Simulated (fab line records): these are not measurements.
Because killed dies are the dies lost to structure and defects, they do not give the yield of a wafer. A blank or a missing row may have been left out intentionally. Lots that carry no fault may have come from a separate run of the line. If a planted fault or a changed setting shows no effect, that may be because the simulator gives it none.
fab line records	flow berkeley-cmos170
record: lots: 6	wafers: 18	last-day: 13
route steps=331 shown CONTACT@232 M1@238 M3@331
lots that met no fault: taken from a fault-free run of the same line
start-h: the number of hours between the record's first day and the start of the first shown wafer of the lot	wait-h: time in hours since the lot's previous step	" same as the row above	L1.1+2: a single row standing in for several wafers	- no value, or no start was given	* or withheld: withheld	< > ~ a bound
route shown NAME@n: a module of which the file shows steps, and the number in the route of the first	usual: mean/standard deviation taken from wafers without a fault	same: alike in all rows	chamber/n: place in a boat	sites: the reading at each site	_std_site: standard deviation of those values	_edge_site: inner sites' mean taken away from outer sites' mean	radius-mm: how far each site lies from the wafer's centre	mask NAME#n: copy n	behind: the most recent tool/chamber to have shaped the wafer	hold: what put the lot on hold/how long, in hours/how the hold closed	device: transistor that didn't switch, given as n, p or np	end of line: the tests these same wafers got at the end of their route	for a step that has no rows: nothing shown but its recipe	killed: dies lost to structure and defects at the first sort, not the wafer's yield	map: shows each die of a wafer: x if killed, . if not, _ if none is there
set.NAME: the setting that was run; set.NAME@STEP: the one run at that earlier step	model.NAME: the simulator's own value behind a step, which no gauge read
lots seen at some steps along the route; tables by step, rows by wafer
services: when a tool's chamber went out of use (start-h, in hours from the record's first day, below 0 if earlier), for how many hours, and the reason
== steps ==
step: UCB170_CONTACT_OVL_MEAS_16
usual: CONTACT_OVL: -4/6.2
lot.wafer	tool	chamber	start-h	wait-h	CONTACT_OVL[nm]
L758.4	overlay-02	-	190.21	0.1	-1
L758.5	"	-	"	"	4
L758.6	"	-	"	"	0
L763.1	overlay-01	-	210.38	0.1	5
L763.3	"	-	"	"	3
L763.5	"	-	"	"	4
L773.2	overlay-01	-	266.73	0.1	8
L773.3	"	-	"	"	11
L773.5	"	-	"	"	3
L776.3	overlay-02	-	279.70	0.1	0
L776.5	"	-	"	"	-2
L776.6	"	-	"	"	-14
L779.1	overlay-02	-	289.39	0.1	-12
L779.2	"	-	"	"	-14
L779.3	"	-	"	"	-9
L780.1	overlay-02	-	304.05	0.1	-1
L780.3	"	-	"	"	-3
L780.5	"	-	"	"	-4
step: UCB170_CONTACT_ETCH_17
recipe: chemistry: N2/H2	target-depth-a: withheld	overetch-a: withheld	target: BARC	time-s: withheld	source-w: 500	bias-w: 97.8	pressure-mtorr: 30	n2-flow-sccm: 100	h2-flow-sccm: 200
usual: drypump-motor-current-A: 5.8/0.52	oes-product-au: 0.991/0.017	throttle-valve-pct: 13.38/0.14
lot.wafer	tool	chamber	start-h	wait-h	drypump-motor-current-A	oes-product-au	throttle-valve-pct
L758.4	rie-diel-04	2	190.23	0.0	5.7	0.963	13.33
L758.5	"	0	"	"	5.0	0.996	13.41
L758.6	"	3	"	"	5.6	0.985	13.12
L763.1	rie-diel-02	0	210.42	0.0	6.5	0.993	13.67
L763.3	"	1	"	"	4.9	0.981	13.44
L763.5	"	3	"	"	5.9	1.003	13.46
L773.2	rie-diel-04	2	266.76	0.0	5.7	0.957	13.33
L773.3	"	3	"	"	5.6	0.986	13.14
L773.5	"	1	"	"	6.4	0.986	13.40
L776.3	rie-diel-02	0	279.72	0.0	6.5	0.991	13.68
L776.5	"	2	"	"	5.4	1.000	13.33
L776.6	"	1	"	"	4.9	0.979	13.44
L779.1	rie-diel-03	1	289.43	0.0	6.5	1.002	13.29
L779.2	"	2	"	"	6.2	1.037	13.23
L779.3	"	0	"	"	5.9	0.980	13.31
L780.1	rie-diel-02	0	304.09	0.0	6.4	0.995	13.66
L780.3	"	2	"	"	5.5	0.995	13.34
L780.5	"	1	"	"	4.9	0.973	13.44
step: UCB170_CONTACT_ETCH_18
recipe: chemistry: CHF3/CF4/Ar	target: PSG	stop-on: TiSi2	CHF3_flow_sccm: 45	cf4-flow-sccm: 15	Ar_flow_sccm: 150	pressure-mtorr: 200	rf-w: 700	target-depth-a: 8400	over-etch-frac: 0.2	time-s: 195
usual: drypump-motor-current-A: 5.8/0.52	oes-product-au: 0.883/0.011	throttle-valve-pct: 6.94/0.099
same: time-s: 195
lot.wafer	tool	chamber	start-h	wait-h	drypump-motor-current-A	oes-product-au	rf-hours-counter-h	throttle-valve-pct
L758.4	rie-diel-04	2	-	-	5.7	0.886	119	6.94
L758.5	"	0	"	"	5.0	0.896	-	6.99
L758.6	"	3	"	"	5.6	0.859	-	6.81
L763.1	rie-diel-02	0	-	-	6.5	0.899	108	7.13
L763.3	"	1	"	"	4.9	0.896	62	6.92
L763.5	"	3	"	"	5.9	0.888	-	7.02
L773.2	rie-diel-04	2	-	-	5.7	0.896	123	6.93
L773.3	"	3	"	"	5.6	0.875	49	6.80
L773.5	"	1	"	"	6.4	0.878	-	7.07
L776.3	rie-diel-02	0	-	-	6.4	0.882	112	7.11
L776.5	"	2	"	"	5.5	0.872	-	6.87
L776.6	"	1	"	"	4.9	0.887	-	6.93
L779.1	rie-diel-03	1	-	-	6.5	0.888	10	6.86
L779.2	"	2	"	"	6.2	0.897	28	6.98
L779.3	"	0	"	"	5.9	0.872	126	6.80
L780.1	rie-diel-02	0	-	-	6.4	0.884	114	7.12
L780.3	"	2	"	"	5.5	0.869	101	6.88
L780.5	"	1	"	"	4.9	0.889	-	6.94
step: UCB170_CONTACT_STRIP_19
recipe: chemistry: O2	power-w: 400	pressure-mtorr: 3500	platen-temp-c: withheld	o2-flow-sccm: 400	overash-fraction: 0.5
usual: drypump-motor-current-A: 5.8/0.34	oes-product-au: 0.725/0.0047
lot.wafer	tool	chamber	start-h	wait-h	drypump-motor-current-A	oes-product-au	rf-hours-counter-h
L758.4	plasma-asher-02	1	190.43	-	5.3	0.728	-
L758.5	"	0	"	"	5.8	0.726	-
L758.6	"	1	"	"	5.3	0.726	-
L763.1	plasma-asher-02	0	210.58	-	5.8	0.731	43
L763.3	"	1	"	"	5.3	0.726	-
L763.5	"	1	"	"	5.3	0.722	-
L773.2	plasma-asher-03	1	266.92	-	5.5	0.728	58
L773.3	"	0	"	"	5.8	0.721	-
L773.5	"	1	"	"	5.5	0.733	-
L776.3	plasma-asher-04	0	279.92	-	6.3	0.725	-
L776.5	"	1	"	"	5.9	0.725	-
L776.6	"	0	"	"	6.3	0.731	-
L779.1	plasma-asher-04	1	289.59	-	5.9	0.729	55
L779.2	"	0	"	"	6.3	0.726	55
L779.3	"	0	"	"	6.3	0.727	-
L780.1	plasma-asher-03	1	304.26	-	5.5	0.725	62
L780.3	"	1	"	"	5.6	0.722	-
L780.5	"	1	"	"	5.6	0.736	-
step: UCB170_CONTACT_CD_MEAS_90
recipe: target-cd-nm: 700
usual: cd-nm: 699.2/1.6
lot.wafer	tool	chamber	start-h	wait-h	cd-nm
L758.4	cd-sem-01	-	190.56	0.1	697.5
L758.5	"	-	"	"	696.4
L758.6	"	-	"	"	695.1
L763.1	cd-sem-01	-	210.68	0.1	699.1
L763.3	"	-	"	"	697.3
L763.5	"	-	"	"	698.0
L773.2	cd-sem-02	-	267.04	0.1	701.2
L773.3	"	-	"	"	702.0
L773.5	"	-	"	"	702.0
L776.3	cd-sem-02	-	280.21	0.3	698.7
L776.5	"	-	"	"	698.9
L776.6	"	-	"	"	697.8
L779.1	cd-sem-02	-	289.69	0.1	699.4
L779.2	"	-	"	"	700.8
L779.3	"	-	"	"	701.9
L780.1	cd-sem-01	-	304.36	0.1	700.0
L780.3	"	-	"	"	700.6
L780.5	"	-	"	"	699.8
step: UCB170_CONTACT_CLEAN_20
recipe: chemistry: SPM	temp-c: 120	time-s: 600
step: UCB170_M1_SPUTTER_00
recipe: material: Al	target-thk-nm: 600	time-s: 80	power-w: 6000	chamber-pressure-pa: 0.5
usual: throttle-valve-pct: 29.7/1.1
same: time-s: 80
lot.wafer	tool	chamber	start-h	wait-h	throttle-valve-pct
L758.4	pvd-sputter-02	-	190.81	0.0	28.2
L758.5	"	-	"	"	28.3
L758.6	"	-	"	"	29.7
L763.1	pvd-sputter-02	-	210.98	0.0	28.4
L763.3	"	-	"	"	29.8
L763.5	"	-	"	"	30.7
L773.2	pvd-sputter-02	-	267.48	0.0	28.2
L773.3	"	-	"	"	30.1
L773.5	"	-	"	"	29.9
L776.3	pvd-sputter-03	-	280.46	0.0	28.0
L776.5	"	-	"	"	30.9
L776.6	"	-	"	"	31.4
L779.1	pvd-sputter-02	-	290.00	0.0	30.7
L779.2	"	-	"	"	28.3
L779.3	"	-	"	"	29.9
L780.1	pvd-sputter-03	-	304.65	0.0	31.1
L780.3	"	-	"	"	31.2
L780.5	"	-	"	"	30.9
step: UCB170_M1_RS_MEAS_01
recipe: thk-meas-gauge: four-point-probe	reads: Al_of_M1_SPUTTER_00
usual: M1_AL_RS: 0.0487/0.00065
lot.wafer	tool	chamber	start-h	wait-h	M1_AL_RS[ohm/sq]
L758.4	film-metro-04	-	190.93	0.1	0.0499
L758.5	"	-	"	"	0.0495
L758.6	"	-	"	"	0.0497
L763.1	film-metro-03	-	211.04	0.0	0.0488
L763.3	"	-	"	"	0.0489
L763.5	"	-	"	"	0.0492
L773.2	film-metro-02	-	267.56	0.1	0.0491
L773.3	"	-	"	"	0.0490
L773.5	"	-	"	"	0.0486
L776.3	film-metro-04	-	280.56	0.1	0.0492
L776.5	"	-	"	"	0.0491
L776.6	"	-	"	"	0.0483
L779.1	film-metro-03	-	290.07	0.0	0.0483
L779.2	"	-	"	"	0.0480
L779.3	"	-	"	"	0.0485
L780.1	film-metro-03	-	304.71	0.0	0.0494
L780.3	"	-	"	"	0.0492
L780.5	"	-	"	"	0.0496
step: UCB170_M1_THK_MEAS_02
recipe: thk-meas-gauge: xrf	reads: Al_of_M1_SPUTTER_00
usual: M1_AL_THK: 603/8.3
lot.wafer	tool	chamber	start-h	wait-h	M1_AL_THK[nm]
L758.4	film-metro-04	-	191.02	0.1	585
L758.5	"	-	"	"	595
L758.6	"	-	"	"	596
L763.1	film-metro-03	-	211.16	0.1	603
L763.3	"	-	"	"	599
L763.5	"	-	"	"	594
L773.2	film-metro-02	-	267.67	0.1	599
L773.3	"	-	"	"	601
L773.5	"	-	"	"	600
L776.3	film-metro-04	-	280.66	0.1	597
L776.5	"	-	"	"	597
L776.6	"	-	"	"	608
L779.1	film-metro-03	-	290.19	0.1	609
L779.2	"	-	"	"	614
L779.3	"	-	"	"	607
L780.1	film-metro-03	-	304.83	0.1	595
L780.3	"	-	"	"	599
L780.5	"	-	"	"	594
step: UCB170_M1_COAT_03
recipe: resist: BARC	temp-c: withheld	time-s: withheld	spin-rpm: 3000	resist-thk-nm: withheld
step: UCB170_M1_COAT_04
recipe: resist: KrF	spin-rpm: 1500	resist-thk-nm: 900
step: UCB170_M1_SOFTBAKE_05
recipe: resist: KrF	temp-c: 130	time-s: 60
step: UCB170_M1_EXPOSE_06
recipe: mask-id: METAL1	target-cd-nm: 700	na: 0.5	sigma-outer: 0.6	source-shape: conventional	dose-mj: 21
usual: exposure-dose-mJ-cm2: 20.990/0.02
lot.wafer	tool	chamber	start-h	wait-h	mask	exposure-dose-mJ-cm2
L758.4	krf-scanner-01	0	192.18	-	METAL1#0	20.980
L758.5	"	0	"	"	METAL1#0	20.980
L758.6	"	0	"	"	METAL1#0	21.016
L763.1	krf-scanner-01	0	211.67	-	METAL1#0	21.010
L763.3	"	0	"	"	METAL1#0	20.989
L763.5	"	0	"	"	METAL1#0	20.981
L773.2	krf-scanner-01	0	268.31	-	METAL1#0	17.086
L773.3	"	0	"	"	METAL1#0	17.109
L773.5	"	0	"	"	METAL1#0	17.117
L776.3	krf-scanner-02	0	281.46	-	METAL1#0	20.994
L776.5	"	0	"	"	METAL1#0	20.999
L776.6	"	0	"	"	METAL1#0	21.014
L779.1	krf-scanner-01	0	291.02	-	METAL1#0	17.887
L779.2	"	0	"	"	METAL1#0	17.901
L779.3	"	0	"	"	METAL1#0	17.872
L780.1	krf-scanner-02	0	305.44	-	METAL1#0	20.990
L780.3	"	0	"	"	METAL1#0	20.989
L780.5	"	0	"	"	METAL1#0	21.011
step: UCB170_M1_PEB_07
recipe: peb-temp-c: 130	peb-time-s: withheld	resist: KrF
step: UCB170_M1_DEVELOP_08
recipe: developer: TMAH	develop-time-s: 45	resist: KrF	dev-temp-c: 21
step: UCB170_M1_CD_MEAS_09
recipe: target-cd-nm: 700
usual: cd-nm: 700.5/1.5
lot.wafer	tool	chamber	start-h	wait-h	cd-nm
L758.4	cd-sem-02	-	192.61	-	703.5
L758.5	"	-	"	"	704.1
L758.6	"	-	"	"	702.5
L763.1	cd-sem-01	-	212.25	-	700.0
L763.3	"	-	"	"	700.2
L763.5	"	-	"	"	700.5
L773.2	cd-sem-02	-	268.70	-	736.7
L773.3	"	-	"	"	738.3
L773.5	"	-	"	"	736.1
L776.3	cd-sem-01	-	282.33	-	700.1
L776.5	"	-	"	"	700.4
L776.6	"	-	"	"	698.7
L779.1	cd-sem-01	-	291.51	-	729.7
L779.2	"	-	"	"	728.9
L779.3	"	-	"	"	728.4
L780.1	cd-sem-02	-	306.46	-	701.4
L780.3	"	-	"	"	700.2
L780.5	"	-	"	"	701.0
step: UCB170_M1_OVL_MEAS_10
usual: M1_OVL: -1/5.4
lot.wafer	tool	chamber	start-h	wait-h	M1_OVL[nm]
L758.4	overlay-01	-	192.69	0.1	4
L758.5	"	-	"	"	-3
L758.6	"	-	"	"	5
L763.1	overlay-01	-	212.37	0.1	0
L763.3	"	-	"	"	10
L763.5	"	-	"	"	6
L773.2	overlay-02	-	268.81	0.1	-9
L773.3	"	-	"	"	-3
L773.5	"	-	"	"	-2
L776.3	overlay-02	-	282.42	0.1	6
L776.5	"	-	"	"	3
L776.6	"	-	"	"	0
L779.1	overlay-02	-	291.63	0.1	-1
L779.2	"	-	"	"	7
L779.3	"	-	"	"	1
L780.1	overlay-02	-	306.58	0.1	8
L780.3	"	-	"	"	3
L780.5	"	-	"	"	-2
step: UCB170_M1_ETCH_11
recipe: chemistry: N2/H2	target-depth-a: withheld	overetch-a: withheld	target: BARC	time-s: withheld	source-w: 500	bias-w: 100	pressure-mtorr: 30	n2-flow-sccm: 100	h2-flow-sccm: 200
usual: drypump-motor-current-A: 5.7/0.49	oes-product-au: 1.004/0.022	throttle-valve-pct: 13.29/0.15
lot.wafer	tool	chamber	start-h	wait-h	drypump-motor-current-A	oes-product-au	throttle-valve-pct	model.M1.cd-nm
L758.4	rie-diel-03	1	192.71	0.0	6.5	1.015	13.30	703.4
L758.5	"	2	"	"	6.3	1.054	13.25	705
L758.6	"	3	"	"	5.6	1.012	13.27	702.2
L763.1	rie-diel-01	3	212.40	0.0	4.8	1.018	13.49	701
L763.3	"	0	"	"	5.7	0.984	13.03	700.8
L763.5	"	3	"	"	4.7	1.014	13.51	701.3
L773.2	rie-diel-04	3	268.84	0.0	5.7	0.991	13.13	736.8
L773.3	"	0	"	"	5.0	0.991	13.35	737.8
L773.5	"	3	"	"	5.7	0.991	13.14	736.2
L776.3	rie-diel-01	3	282.44	0.0	4.8	1.020	13.49	699.9
L776.5	"	3	"	"	4.8	1.025	13.49	700.7
L776.6	"	0	"	"	5.7	0.983	13.04	700.1
L779.1	rie-diel-01	2	291.67	0.0	5.9	0.993	13.44	730.7
L779.2	"	0	"	"	5.7	0.982	13.03	729.3
L779.3	"	1	"	"	5.6	1.035	13.08	728.8
L780.1	rie-diel-01	1	306.62	0.0	5.6	1.029	13.09	700.9
L780.3	"	3	"	"	4.7	1.005	13.50	700.3
L780.5	"	1	"	"	5.5	1.038	13.08	700.8
step: UCB170_M1_METAL_ETCH_12
recipe: chemistry: Cl2/BCl3	target: Al	stop-on: PSG	pressure-mtorr: 12	target-depth-a: 7800	over-etch-frac: 0.3	time-s: 130	icp-w: 600	bias-w: 120	Cl2_flow_sccm: 90	bcl3-flow-sccm: 45
usual: drypump-motor-current-A: 5.9/0.53	oes-product-au: 0.857/0.015	throttle-valve-pct: 24.4/0.37
same: time-s: 130
lot.wafer	tool	chamber	start-h	wait-h	drypump-motor-current-A	oes-product-au	rf-hours-counter-h	throttle-valve-pct	model.M1.cd-nm
L758.4	rie-metal-02	1	192.79	-	6.2	0.849	-	23.9	703.7
L758.5	"	1	"	"	6.2	0.841	-	23.9	706.2
L758.6	"	0	"	"	5.5	0.828	-	24.9	705.6
L763.1	rie-metal-03	1	212.45	-	6.7	0.868	1	24.7	702.6
L763.3	"	0	"	"	5.1	0.881	-	24.5	702.8
L763.5	"	1	"	"	6.7	0.858	-	24.7	704.9
L773.2	rie-metal-02	1	268.93	-	6.3	0.849	-	23.9	736.1
L773.3	"	1	"	"	6.2	0.846	-	23.9	736.9
L773.5	"	1	"	"	6.2	0.857	-	23.9	735.4
L776.3	rie-metal-01	1	282.53	-	6.0	0.846	-	24.0	701.9
L776.5	"	0	"	"	5.7	0.850	-	24.8	703.9
L776.6	"	1	"	"	6.0	0.843	-	24.0	702.8
L779.1	rie-metal-03	0	291.71	-	5.1	0.887	7	24.5	730.5
L779.2	"	1	"	"	6.7	0.873	3	24.7	730.8
L779.3	"	1	"	"	6.7	0.855	-	24.7	731.3
L780.1	rie-metal-02	1	306.66	-	6.2	0.842	10	23.9	704.2
L780.3	"	1	"	"	6.2	0.848	-	23.9	703.8
L780.5	"	0	"	"	5.5	0.845	-	24.9	705.3
step: UCB170_M1_STRIP_13
recipe: chemistry: O2	power-w: 400	pressure-mtorr: 3500	platen-temp-c: withheld	o2-flow-sccm: 400	overash-fraction: 0.5
usual: drypump-motor-current-A: 5.68/0.22	oes-product-au: 0.720/0.0045
lot.wafer	tool	chamber	start-h	wait-h	drypump-motor-current-A	oes-product-au	rf-hours-counter-h
L758.4	plasma-asher-03	1	192.91	0.1	5.55	0.720	-
L758.5	"	0	"	"	5.77	0.724	-
L758.6	"	1	"	"	5.57	0.722	-
L763.1	plasma-asher-03	1	212.58	0.1	5.55	0.719	50
L763.3	"	0	"	"	5.82	0.715	-
L763.5	"	1	"	"	5.55	0.724	-
L773.2	plasma-asher-01	0	269.15	0.2	5.96	0.721	17
L773.3	"	0	"	"	5.98	0.721	-
L773.5	"	1	"	"	5.55	0.723	-
L776.3	plasma-asher-01	1	282.65	0.1	5.50	0.720	-
L776.5	"	1	"	"	5.54	0.718	-
L776.6	"	0	"	"	5.98	0.719	-
L779.1	plasma-asher-03	0	291.84	0.1	5.77	0.717	61
L779.2	"	1	"	"	5.55	0.722	61
L779.3	"	1	"	"	5.54	0.720	-
L780.1	plasma-asher-01	1	306.79	0.1	5.54	0.719	22
L780.3	"	1	"	"	5.52	0.715	-
L780.5	"	0	"	"	6.01	0.725	-
step: UCB170_M3_PROBE_99
lot.wafer	tool	chamber	start-h	wait-h	model.etest.m1.width-nm
L758.4	prober-02	-	211.22	0.2	697.7
L758.5	prober-02	-	211.27	0.2	705
L758.6	prober-02	-	211.32	0.2	708.3
L763.3	prober-02	-	228.89	0.2	698.4
L763.5	prober-02	-	228.99	0.2	702.5
L773.2	prober-02	-	286.61	0.1	735.4
L773.3	prober-02	-	286.66	0.2	736.1
L773.5	prober-02	-	286.76	0.2	732.9
L776.3	prober-01	-	296.31	0.2	699.5
L776.5	prober-01	-	296.41	0.2	701.3
L776.6	prober-01	-	296.46	0.2	701.1
L779.1	prober-01	-	307.62	0.1	730.7
L779.2	prober-01	-	307.67	0.1	731.4
L779.3	prober-01	-	307.72	0.2	728.6
L780.1	prober-01	-	323.59	0.1	702.6
L780.3	prober-01	-	323.69	0.2	702.4
L780.5	prober-01	-	323.79	0.2	703.2
killed by level:class
L758.4 GATE:geometric-particle:short=1 CONTACT:geometric-particle:open=1
L758.5 GATE:geometric-particle:open=2 SCREENOX:geometric-particle:short=1 SPACER:geometric-particle:open=1
L758.6 PWELL:geometric-particle:short=1 WELLDRIVE:geometric-particle:open=1 ACTIVE:geometric-particle:open=1 GATE:geometric-particle:short=1 M1:geometric-particle:short=1
L763.3 M2:geometric-particle:short=1
L763.5 GATE:geometric-particle:open=2 M1:geometric-particle:short=2 SILICIDE:geometric-particle:open=1
L773.2 FIELD:geometric-particle:short=1 GATE:geometric-particle:open=1
L773.3 START:geometric-particle:short=1 ACTIVE:geometric-particle:open=1
L773.5 WELLDRIVE:geometric-particle:short=1 GATE:geometric-particle:open=1
L776.3 FIELD:geometric-particle:short=1 GATE:geometric-particle:open=1 GATE:geometric-particle:short=1 SILICIDE:geometric-particle:short=1
L776.5 START:geometric-particle:open=1 SACOX:geometric-particle:short=1 SPACER:geometric-particle:open=1 SILICIDE:geometric-particle:open=1 M2:geometric-particle:short=1
L776.6 ACTIVE:area-etch=2 GATE:geometric-particle:short=1 SILICIDE:geometric-particle:short=1
L780.1 SPACER:geometric-particle:short=1 CONTACT:geometric-particle:short=1 M1:geometric-particle:short=1
L780.3 SPACER:geometric-particle:short=1 V1:geometric-particle:short=1
L780.5 GATE:geometric-particle:open=1 SILICIDE:geometric-particle:short=1 ACTIVE:area-etch=1
== services ==
tool	chamber	start-h	hours	kind
rie-diel-01	2	183.14	1.9	repair
rie-diel-03	0	198.74	2.9	repair
rie-diel-04	0	205.69	-	clean
pvd-sputter-03	-	217.15	6.1	repair
rie-diel-04	2	222.04	20.2	repair
rie-diel-03	3	231.73	1.2	repair
rie-diel-02	2	233.23	14.0	repair
rie-diel-04	3	234.74	3.1	repair
krf-scanner-02	-	238.67	1.3	pm
krf-scanner-01	-	242.85	1.0	pm
rie-diel-01	2	252.43	13.5	repair
rie-metal-03	-	253.27	1.3	repair
rie-diel-02	3	255.19	11.5	repair
plasma-asher-04	-	258.23	6.5	repair
plasma-asher-02	-	260.85	8.1	repair
rie-metal-02	0	262.29	8.3	repair
rie-diel-02	3	278.49	2.5	repair
krf-scanner-01	-	280.97	1.3	pm
krf-scanner-02	-	286.45	0.8	pm
krf-scanner-02	-	287.52	0.4	repair
plasma-asher-03	-	298.05	1.5	repair
krf-scanner-02	-	298.31	1.0	pm
krf-scanner-01	-	299.31	4.0	pm
rie-diel-02	1	301.13	1.3	repair
== key ==
first-sign: step: UCB170_M1_EXPOSE_06	reading: exposure-dose-mJ-cm2	direction: down	sigmas: 99+	usual: 20.990	struck: 17.495
effect: step: UCB170_M1_CD_MEAS_09	reading: cd-nm	direction: up	sigmas: 21	usual: 700.5	struck: 733.0	through: control-loop
model-effect: step: UCB170_M1_ETCH_11	value: M1.cd-nm	without: 701.4	struck: 733.3
model-effect: step: UCB170_M1_METAL_ETCH_12	value: M1.cd-nm	without: 701.7	struck: 733.5
model-effect: step: UCB170_M3_PROBE_99	value: etest.m1.width-nm	without: 700.7	struck: 732.5
met-at UCB170_M1_EXPOSE_06
struck-wafers L773.2,L773.3,L773.5,L779.1,L779.2,L779.3
sort-left-out L779.1,L779.2,L779.3
loop-trim: step: UCB170_M1_EXPOSE_06	setting: dose	lots: L779
onset-between 211.67 268.31
fault: kind: process-parameter-drift	tool: krf-scanner-01	chamber: -	onset-h: 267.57	steps: UCB170_M1_EXPOSE_06	channel: dose-mj	offset: -3.86	shape: step	acts-in: these-recipes-only	stated: 21
sort-left-out: the simulated sort isn't trusted on such a fault, so these wafers' sort isn't shown, and their yield isn't known
loop-trim: a control loop set the setting to another value than it would have without faults
